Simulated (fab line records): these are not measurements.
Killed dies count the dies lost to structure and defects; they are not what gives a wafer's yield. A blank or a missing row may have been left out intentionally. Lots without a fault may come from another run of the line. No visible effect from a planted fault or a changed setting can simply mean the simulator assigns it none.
Code-filled problem report in 8D (eight disciplines) form || flow ritCmos || the parts of the form that need people (team, actions taken, sign-off) are left out

1. WHAT IS WRONG
Wafers free of any fault read 354 nm (standard deviation 6.2) for FOX2_OXIDE_THK at RIT_FOX2_THK_MEAS_01, against a mean of 284 nm on 6 wafers of 2 lots. That puts it -11 standard deviations away from the usual mean.
Seen first at day 4 01:28 on filmMetro-02, wafer L691.2. The record has a number at this step for 42 wafers belonging to 14 lots. By rule, "out" or "out of limits" means more than 4 standard deviations away from the usual mean. The rest of the wafers with a number are treated as sound.

2. WHAT IT IS AND WHAT IT IS NOT
{"question": "which readings at this step", "is": "FOX2_OXIDE_THK", "is not": "-"}
{"question": "which lots", "is": "L691, L692", "is not": "L680, L681, L682, L687, L693, L694, L696, L697, L698, L700, L701, L703"}
{"question": "which wafers of those lots", "is": "all that have a number", "is not": "-"}
{"question": "read on which gauges", "is": "filmMetro-02", "is not": "filmMetro-03"}
{"question": "when", "is": "from day 4 01:28", "is not": "up to then (12 sound wafers); but 24 sound wafers of L693, L694, L696, L697, L698, L700, L701, L703 came after"}

3. THE SUSPECTS, EACH WITH WHAT RULES IT OUT
Counting: a tool at any process step up to the reading remains a suspect when it ran all the lots that are out and ran no sound lot after the first of those.
- ruled out: the gauge at RIT_FOX2_THK_MEAS_01. All the wafers that are out were read on filmMetro-02, but those of them that RIT_FOX2_OXIDATION_00 has rows for are out there too, on other tools.
- furnace-04 at RIT_FOX2_OXIDATION_00 (target thk 350.7 nm, ox time 1130 s): kept. It ran every lot that is out, first L691 (day 4 00:09), and no sound lot after that. Out on those wafers are its own readings of spikeTcCentreC, spikeTcLoadC, spikeTcSourceC, tubeCenterTempC, tube_center_temp_C_max, zonePowerLoadPct.
After counting, what remains is furnace-04 at RIT_FOX2_OXIDATION_00.

4. THE CAUSE (what the simulator had put in)
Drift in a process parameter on furnace-04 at RIT_FOX2_OXIDATION_00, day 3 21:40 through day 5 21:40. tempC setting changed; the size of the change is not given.
Only this tool survived the counting.

5. THE CHAIN OF EFFECTS, in route order
Rows list readings where the struck wafers' mean (over those with a number) sits beyond 3 standard deviations from the usual. Readings are gone through only where the record gives a usual standard deviation; hours: the median, over the lots, of the time from a lot's start at the first step in this table giving one to that lot's start at this step; sigmas: the change measured in usual standard deviations.
{"hours": 0, "step": "RIT_FOX2_OXIDATION_00", "reading": "spikeTcCentreC", "usual": "1102.4 C", "on struck wafers": 1066.2, "change": -36.2, "sigmas": -37}
{"hours": 0, "step": "RIT_FOX2_OXIDATION_00", "reading": "spikeTcLoadC", "usual": "1129.2 C", "on struck wafers": 1090.3, "change": -38.9, "sigmas": -19}
{"hours": 0, "step": "RIT_FOX2_OXIDATION_00", "reading": "spikeTcSourceC", "usual": "1127.4 C", "on struck wafers": 1090.8, "change": -36.6, "sigmas": -17}
{"hours": 0, "step": "RIT_FOX2_OXIDATION_00", "reading": "tubeCenterTempC", "usual": "1100 C", "on struck wafers": 1065, "change": -35, "sigmas": "-99 or more"}
{"hours": 0, "step": "RIT_FOX2_OXIDATION_00", "reading": "tube_center_temp_C_max", "usual": 1102.8, "on struck wafers": 1067.9, "change": -34.9, "sigmas": -76}
{"hours": 0, "step": "RIT_FOX2_OXIDATION_00", "reading": "zonePowerLoadPct", "usual": "41.3 %", "on struck wafers": 37.9, "change": -3.4, "sigmas": -6.9}
{"hours": 1, "step": "RIT_FOX2_THK_MEAS_01", "reading": "FOX2_OXIDE_THK", "usual": "354 nm", "on struck wafers": 284, "change": -70, "sigmas": -11}
{"hours": 2, "step": "RIT_FOX2_THK_MEAS_90", "reading": "FIELD_OXIDE_LEFT_1_THK", "usual": "327 nm", "on struck wafers": 257, "change": -70, "sigmas": -11}
{"hours": 14, "step": "RIT_FOX2_THK_MEAS_91", "reading": "FIELD_OXIDE_LEFT_2_THK", "usual": "259 nm", "on struck wafers": 189, "change": -70, "sigmas": -11}
Process steps it contains:
- RIT_FOX2_OXIDATION_00: target thk 350.7 nm, ox time 1130 s.

6. HOW IT WOULD HAVE BEEN CAUGHT EARLIER
The first out-of-limits reading at a measuring or inspecting step in this record came at day 4 01:28, 4 hours after the fault's start at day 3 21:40.
Tool's own readings at RIT_FOX2_OXIDATION_00, spikeTcCentreC, spikeTcLoadC, spikeTcSourceC, tubeCenterTempC, tube_center_temp_C_max, zonePowerLoadPct: out on all struck wafers the step has rows for; an alarm limit on them would have tripped on the first.
Among the 2 lots that are out, L692 began RIT_FOX2_OXIDATION_00 on furnace-04 after day 4 01:28. It would have been spared by a hold on the tool at that moment.
